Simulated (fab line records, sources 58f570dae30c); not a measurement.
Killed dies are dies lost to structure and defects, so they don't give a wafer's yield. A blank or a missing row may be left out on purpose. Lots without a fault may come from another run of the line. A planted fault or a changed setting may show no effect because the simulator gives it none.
Split-lot experiment | flow berkeley_cmos170 | 5 lots, 23 wafers read, on a route of 331 steps

THE SPLIT
At UCB170_PWELL_CVD_05 (deposits Si3N4 from SiH2Cl2/NH3, target thk 220 nm, time 3300 s), the setting sih2cl2_flow_sccm was moved away from the recipe's 25 sccm on 15 of the 23 wafers read, by -12.8% to +6.3%. The other wafers ran this setting at the recipe's value.

The reading is taken at the split's own step.

THE READING
Si3N4_of_PWELL_CVD_05.thk_nm (the simulator's own value, which no gauge read), in nm, at UCB170_PWELL_CVD_05 (deposits Si3N4 from SiH2Cl2/NH3, target thk 220 nm, time 3300 s). The file gives no usual value for it. The 8 wafers here that ran the recipe average 219.0 nm, standard deviation 0.28 nm.

wafer  | tool, chamber at the split | sih2cl2_flow_sccm as run, sccm | against the recipe | Si3N4_of_PWELL_CVD_05.thk_nm, nm | against lot-mates on the recipe
L075.1 | -, -                       | 21.81                          | -12.8%             | 212.9                            | no lot-mate on the recipe
L075.2 | -, -                       | 21.81                          | -12.8%             | 212.8                            | no lot-mate on the recipe
L075.3 | -, -                       | 21.81                          | -12.8%             | 213.1                            | no lot-mate on the recipe
L075.4 | -, -                       | 21.81                          | -12.8%             | 212.6                            | no lot-mate on the recipe
L075.6 | -, -                       | 21.81                          | -12.8%             | 212.6                            | no lot-mate on the recipe
L076.1 | lpcvd-02, 1                | 25                             | recipe             | 218.5                            | -
L076.3 | lpcvd-02, 1                | 25                             | recipe             | 218.9                            | -
L076.4 | lpcvd-02, 1                | 25                             | recipe             | 219.3                            | -
L082.1 | -, -                       | 26.58                          | +6.3%              | 221.1                            | no lot-mate on the recipe
L082.3 | -, -                       | 26.58                          | +6.3%              | 222.2                            | no lot-mate on the recipe
L082.4 | -, -                       | 26.58                          | +6.3%              | 219.9                            | no lot-mate on the recipe
L082.5 | -, -                       | 26.58                          | +6.3%              | 221.5                            | no lot-mate on the recipe
L082.6 | -, -                       | 26.58                          | +6.3%              | 221.6                            | no lot-mate on the recipe
L083.1 | -, -                       | 25                             | recipe             | 219.1                            | -
L083.3 | -, -                       | 25                             | recipe             | 219.1                            | -
L083.2 | -, -                       | 25                             | recipe             | 219                              | -
L083.5 | -, -                       | 25                             | recipe             | 218.7                            | -
L083.6 | -, -                       | 25                             | recipe             | 219.4                            | -
L085.1 | -, -                       | 23.88                          | -4.5%              | 217                              | no lot-mate on the recipe
L085.2 | -, -                       | 23.88                          | -4.5%              | 220.3                            | no lot-mate on the recipe
L085.3 | -, -                       | 23.88                          | -4.5%              | 220                              | no lot-mate on the recipe
L085.4 | -, -                       | 23.88                          | -4.5%              | 218.1                            | no lot-mate on the recipe
L085.5 | -, -                       | 23.88                          | -4.5%              | 219.8                            | no lot-mate on the recipe

THE FIT
A straight line over all 23 wafers: Si3N4_of_PWELL_CVD_05.thk_nm changes by +0.426 nm for each +1% of sih2cl2_flow_sccm; r = +0.92; the points scatter about the line by 1.3 nm.
Too few moved wafers have a lot-mate on the recipe to fit a line with each lot's own level taken away.

THE FILE'S OWN FIT
Si3N4_of_PWELL_CVD_05.thk_nm changes by +0.426 nm for each +1% of sih2cl2_flow_sccm, r = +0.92.
